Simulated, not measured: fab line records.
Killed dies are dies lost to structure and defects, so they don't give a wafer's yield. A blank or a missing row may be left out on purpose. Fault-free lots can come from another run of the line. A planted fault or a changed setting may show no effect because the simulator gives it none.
fab line records | flow rit-cmos
record lots=14 wafers=42 last-day=8
route steps=202 shown PSD@150
lots that met no fault: from a run of the same line without faults
start-h: hours from the record's opening day to when the first of the lot's shown wafers began | wait-h: hours since the lot's step before | " same as the row above | L1.1+2: one row covering several wafers at once | - value missing, or start not given | * or withheld: withheld | < > ~ a bound
route shown NAME@n: NAME is a module with steps in the file, n the number in the route of the first one | usual: mean and standard deviation over wafers with no fault | same: alike in all rows | chamber/n: place in a boat | sites: readings site by site | _std_site: the values' standard deviation | _edge_site: the outer-site mean with the inner-site mean subtracted | radius-mm: for every site, how far away it sits from the centre of the wafer | mask NAME#n: copy n | behind: the last tool/chamber to shape the wafer | hold: the reason the lot was held/the length of the hold in hours/how it ended | device: which transistor (n, p or np) failed to switch | end of line: at the end of the route, the tests of the same wafers | where a step has no rows: the recipe by itself | killed: not the wafer's yield, but the dies lost to structure and defects at the first sort | map: a wafer's dies, marking killed ones x, the rest . and places with no die _
set.NAME: setting as actually run; set.NAME@STEP: the setting as run at that earlier step | model.NAME: the simulator's own value behind a step, which no gauge read
steps of the route over a sample of lots; a table a step, a row a wafer
services: the hour from which a tool's chamber was out of use, counted from the record's first day as start-h (under 0 if before that day), plus the number of hours and why
## steps
# step RIT_PSD_IMPLANT_08
# recipe species=BF2 energy-kev=27 dose-cm2=5e+15 tilt-deg=7
# usual beam-on-s=13.7/0.3 faraday-current-uA=11242/240
# columns lot.wafer tool chamber start-h wait-h beam-on-s faraday-current-uA
L632.1 implanter-02 0 59.50 0.1 13.3 11486
L632.2 " 0 " " 14.1 10956
L632.6 " 0 " " 13.6 11370
L633.2 implanter-02 0 61.67 0.1 13.3 11562
L633.4 " 0 " " 13.9 11046
L633.6 " 0 " " 13.8 11092
L634.1 implanter-03 0 63.77 0.1 13.8 11176
L634.4 " 0 " " 13.6 11344
L634.5 " 0 " " 14.0 11030
L635.2 implanter-03 0 68.24 0.1 13.9 11038
L635.5 " 0 " " 14.0 10961
L635.6 " 0 " " 14.1 10981
L637.2 implanter-02 0 81.65 0.1 13.3 11592
L637.3 " 0 " " 13.6 11289
L637.6 " 0 " " 13.8 11094
L638.2 implanter-03 0 81.93 0.1 13.8 11199
L638.4 " 0 " " 13.6 11340
L638.5 " 0 " " 14.0 10945
L636.1 implanter-01 0 82.07 0.1 13.4 11490
L636.2 " 0 " " 13.3 11534
L636.6 " 0 " " 13.7 11254
L640.2 implanter-03 0 91.76 0.1 13.7 11267
L640.3 " 0 " " 14.0 11047
L640.4 " 0 " " 14.1 10886
L643.2 implanter-03 0 105.76 0.1 13.6 11310
L643.5 " 0 " " 13.8 11138
L643.6 " 0 " " 14.4 10635
L644.3 implanter-03 0 111.15 0.1 13.8 11169
L644.4 " 0 " " 13.5 11456
L644.5 " 0 " " 13.3 11577
L650.1 implanter-03 0 148.16 0.1 10.4 14804
L650.4 " 0 " " 10.7 14427
L650.6 " 0 " " 10.8 14232
L651.1 implanter-03 0 155.10 0.1 10.5 14641
L651.5 " 0 " " 10.5 14590
L651.6 " 0 " " 10.5 14751
L654.4 implanter-02 0 174.88 0.1 13.7 11321
L654.5 " 0 " " 13.8 11066
L654.6 " 0 " " 13.5 11414
L655.1 implanter-02 0 176.72 0.1 13.8 11148
L655.4 " 0 " " 13.9 11011
L655.6 " 0 " " 13.8 11149
# step RIT_SDANNEAL_RS_MEAS_04
# recipe thk-meas-gauge=four-point-probe
# usual PSD_RS=115.9/0.31
# columns lot.wafer tool chamber start-h wait-h PSD_RS[ohm/sq]
L632.1 film-metro-03 - 60.31 0.0 115.6
L632.2 " - " " 115.9
L632.6 " - " " 115.7
L633.2 film-metro-01 - 62.65 0.1 116.0
L633.4 " - " " 115.8
L633.6 " - " " 116.2
L634.1 film-metro-01 - 64.76 0.0 116.0
L634.4 " - " " 116.3
L634.5 " - " " 116.0
L635.2 film-metro-03 - 69.07 0.1 116.1
L635.5 " - " " 115.9
L635.6 " - " " 116.1
L638.2 film-metro-04 - 82.77 0.1 116.3
L638.4 " - " " 115.8
L638.5 " - " " 116.4
L637.2 film-metro-01 - 82.80 0.1 116.0
L637.3 " - " " 115.7
L637.6 " - " " 116.0
L636.1 film-metro-03 - 82.88 0.0 115.1
L636.2 " - " " 115.4
L636.6 " - " " 115.4
L640.2 film-metro-03 - 92.58 0.1 115.6
L640.3 " - " " 116.0
L640.4 " - " " 115.9
L643.2 film-metro-03 - 106.68 0.1 115.8
L643.5 " - " " 116.4
L643.6 " - " " 116.2
L644.3 film-metro-04 - 111.96 0.1 116.0
L644.4 " - " " 116.0
L644.5 " - " " 115.4
L650.1 film-metro-04 - 148.97 0.0 119.3
L650.4 " - " " 118.9
L650.6 " - " " 118.9
L651.1 film-metro-01 - 156.10 0.0 119.2
L651.5 " - " " 119.4
L651.6 " - " " 119.3
L654.4 film-metro-04 - 175.68 0.1 115.3
L654.5 " - " " 115.6
L654.6 " - " " 115.9
L655.1 film-metro-04 - 177.54 0.0 115.7
L655.4 " - " " 115.9
L655.6 " - " " 116.0
## services
# columns tool chamber start-h hours kind
implanter-01 - 37.41 1.2 repair
implanter-01 - 42.59 0.5 repair
implanter-01 - 53.73 1.6 repair
implanter-01 - 82.24 0.7 repair
implanter-02 - 104.09 5.3 repair
implanter-03 - 129.22 0.7 repair
implanter-02 - 153.01 0.5 repair
implanter-02 - 170.57 4.2 repair
## key
first-sign step=RIT_PSD_IMPLANT_08 reading=faraday-current-uA direction=up sigmas=14 usual=11242 struck=14574
effect step=RIT_PSD_IMPLANT_08 reading=beam-on-s direction=down sigmas=10 usual=13.7 struck=10.5
effect step=RIT_SDANNEAL_RS_MEAS_04 reading=PSD_RS direction=up sigmas=11 usual=115.9 struck=119.2
met-at RIT_PSD_IMPLANT_08
struck-lots L650,L651
tester-left-out L650,L651
onset-between 111.15 148.16
earlier-fault kind=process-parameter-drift tool=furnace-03 chamber=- onset-h=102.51 steps=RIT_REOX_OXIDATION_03 channel=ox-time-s offset=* shape=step end-h=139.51 acts-in=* stated=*
fault kind=process-parameter-drift tool=implanter-03 chamber=- onset-h=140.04 steps=RIT_PSD_IMPLANT_08 channel=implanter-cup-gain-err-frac offset=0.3 shape=step end-h=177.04
# tester-left-out: of these lots the tester's yield and bins aren't shown, on N5 and GAA mostly nor the transistor test; their killed dies are dies lost to structure and defects alone, not to doping, threshold or leakage, so they don't give the yield
